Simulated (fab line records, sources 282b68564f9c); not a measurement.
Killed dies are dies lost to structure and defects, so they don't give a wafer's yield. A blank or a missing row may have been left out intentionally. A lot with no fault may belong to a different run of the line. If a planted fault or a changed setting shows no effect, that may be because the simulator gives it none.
Problem report, 8D (eight disciplines) form, completed by code || flow rit-cmos || the parts of the form that need people (team, actions taken, sign-off) are left out

## 1. THE PROBLEM
Wafers free of any fault read 3.04 nm (standard deviation 0.062) for GATE_OXIDE_THK at RIT_GATE_THK_MEAS_07, against a mean of 5.52 nm on 9 wafers of 3 lots. That puts it +40 standard deviations away from the usual mean.
First seen on wafer L936.2, day 6 02:53, on film-metro-02. The record has a number at this step for 39 wafers belonging to 13 lots. Rule for "out" (also "out of limits"): further than 4 standard deviations from the usual mean. The other wafers with a number count as sound.

## 2. WHAT IT IS AND WHAT IT IS NOT
{"question": "which readings at this step", "is": "GATE_OXIDE_THK", "is not": "-"}
{"question": "which lots", "is": "L936, L937, L938", "is not": "L920, L921, L922, L923, L924, L925, L926, L927, L941, L942"}
{"question": "which wafers of those lots", "is": "all that have a number", "is not": "-"}
{"question": "read on which gauges", "is": "film-metro-02", "is not": "film-metro-01, film-metro-04"}
{"question": "when", "is": "from day 6 02:53", "is not": "up to then (24 sound wafers); but 6 sound wafers of L941, L942 came after"}

## 3. SUSPECTS, AND WHAT RULES EACH OUT
Counting: a tool stays on the suspect list if, at a process step up to the reading, it processed all lots that are out and no sound lot following the first of them.
- the gauge at RIT_GATE_THK_MEAS_07: kept. All the wafers that are out were read on film-metro-02, and no step on other tools shows them out.
The count leaves film-metro-02 at RIT_GATE_THK_MEAS_07.

## 4. THE CAUSE (what the simulator had put in)
Metrology matching offset: film-metro-02, from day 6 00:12 on, at RIT_GATE_THK_MEAS_07. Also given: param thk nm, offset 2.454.
Only this tool survived the counting.

## 5. SEQUENCE OF EFFECTS, ordered by route
One row per reading whose mean, taken over the struck wafers that have a number, lies over 3 standard deviations from the usual. Only readings for which the record gives a usual standard deviation are gone through. hours: the time from each lot's start at the first step in this table that gives one to its start at this step, as a median over the lots. sigmas: the change in usual standard deviations.
{"hours": 0, "step": "RIT_GATE_THK_MEAS_07", "reading": "GATE_OXIDE_THK", "usual": "3.04 nm", "on struck wafers": 5.52, "change": "+2.48", "sigmas": "+40"}
Later steps that measure or inspect, where all struck wafers having a row at the step show a number for every such reading and not one has moved that far: RIT_SDANNEAL_RS_MEAS_06, RIT_M1_CD_MEAS_09.

## 6. HOW IT WOULD HAVE BEEN CAUGHT EARLIER
The first out-of-limits reading at a measuring or inspecting step in this record came at day 6 02:53, 3 hours after the fault's start at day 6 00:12.
